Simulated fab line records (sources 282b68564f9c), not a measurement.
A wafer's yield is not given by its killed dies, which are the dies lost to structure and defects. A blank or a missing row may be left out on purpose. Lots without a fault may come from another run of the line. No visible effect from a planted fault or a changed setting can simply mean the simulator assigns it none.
One fault seen from 2 desks + flow ritCmos + only its own numbers are on each desk; what lay behind them is given at the end

== METROLOGY DESK ==
Lot by lot, what the gauges showed, no matter which tool ran the lot: averages of those sampled wafers that carry a number. The brackets show how far a lot's mean lies from the usual mean; more than 4 standard deviations puts the lot out of limits, marked OUT.
Columns: A = NLDD_OVL at RIT_NLDD_OVL_MEAS_06, usual 0.5 nm; B = NSD_RS at RIT_SDANNEAL_RS_MEAS_05, usual 84.60 ohm/sq; C = CONTACT_OVL at RIT_CONTACT_OVL_MEAS_09, usual 0.6 nm
| lot  | first seen here | A    | B                | C    |
|------|-----------------|------|------------------|------|
| L431 | day 3 04:38     | 1.6  | 84.78            | 2.5  |
| L432 | day 3 08:03     | 0.5  | 85.55            | -2.3 |
| L433 | day 3 12:14     | 1.2  | 85.80 (+4.6) OUT | 1.1  |
| L436 | day 4 01:56     | 1.7  | 85.54            | -1.4 |
| L442 | day 5 07:45     | -0.1 | 84.46            | 1.5  |
| L443 | day 5 14:58     | 1.6  | 84.65            | -0.6 |
| L444 | day 5 17:37     | -0.6 | 84.44            | 0.1  |
| L446 | day 6 04:47     | 1.4  | 84.43            | 0.7  |
| L447 | day 6 14:00     | 2.0  | 84.45            | 1.9  |
| L448 | day 6 21:05     | 0.5  | 84.81            | 0.3  |
| L449 | day 7 03:49     | 0.1  | 84.76            | 1.6  |
| L450 | day 7 07:48     | -0.2 | 84.45            | -1.2 |
| L451 | day 7 14:43     | -0.2 | 84.62            | 0.4  |
| L452 | day 7 22:32     | -0.2 | 84.44            | 0.5  |
| L453 | day 8 01:31     | -0.6 | 84.33            | 2.1  |
This desk finds L433 out of limits, with the earliest case on L433 at day 3 21:11 (NSD_RS at RIT_SDANNEAL_RS_MEAS_05). In limits: L431, L432, L436, L442, L443, L444, L446, L447, L448, L449, L450, L451, L452, L453.

== TOOL OWNER'S DESK, implanter-03 ==
The tool's own readings at RIT_NSD_IMPLANT_08, given as means over the sampled wafers that have a number, one for each lot that went through this tool. The brackets show how far a lot's mean lies from the usual mean; more than 4 standard deviations puts the lot out of limits, marked OUT.
Columns: A = beamEnergyKeV at RIT_NSD_IMPLANT_08, usual 24.998
| lot  | first seen here | A                        |
|------|-----------------|--------------------------|
| L431 | day 3 12:07     | 25.002                   |
| L432 | day 3 14:14     | 22.492 (-99 or more) OUT |
| L433 | day 3 18:43     | 22.500 (-99 or more) OUT |
| L436 | day 4 08:20     | 22.500 (-99 or more) OUT |
| L447 | day 6 19:32     | 25.000                   |
| L450 | day 7 13:19     | 25.007                   |
| L451 | day 7 20:15     | 25.011                   |
| L452 | day 8 05:28     | 25.000                   |
This desk's verdict: out of limits on L432, L433, L436, starting with L432 at day 3 14:14 (beamEnergyKeV at RIT_NSD_IMPLANT_08). In limits: L431, L447, L450, L451, L452.

== ALL TOGETHER ==
At day 3 14:14, on L432, L433, L436, the tool owner's desk was in a position to raise an alarm.
The metrology desk could have raised an alarm at day 3 21:11, on L433.
The metrology desk holds a record of L432, L436, inside its limits.
Every lot named ran RIT_NSD_IMPLANT_08 on implanter-03.

== WHAT THE SIMULATOR PUT IN ==
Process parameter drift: implanter-03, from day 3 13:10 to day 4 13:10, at RIT_NSD_IMPLANT_08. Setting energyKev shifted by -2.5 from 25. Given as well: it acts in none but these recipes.
Shown lots that were struck: L432, L433, L436.
Delay (hours) between the fault's onset and each desk's first out-of-limits reading: 1 at the tool owner's desk, 8 at the metrology desk.
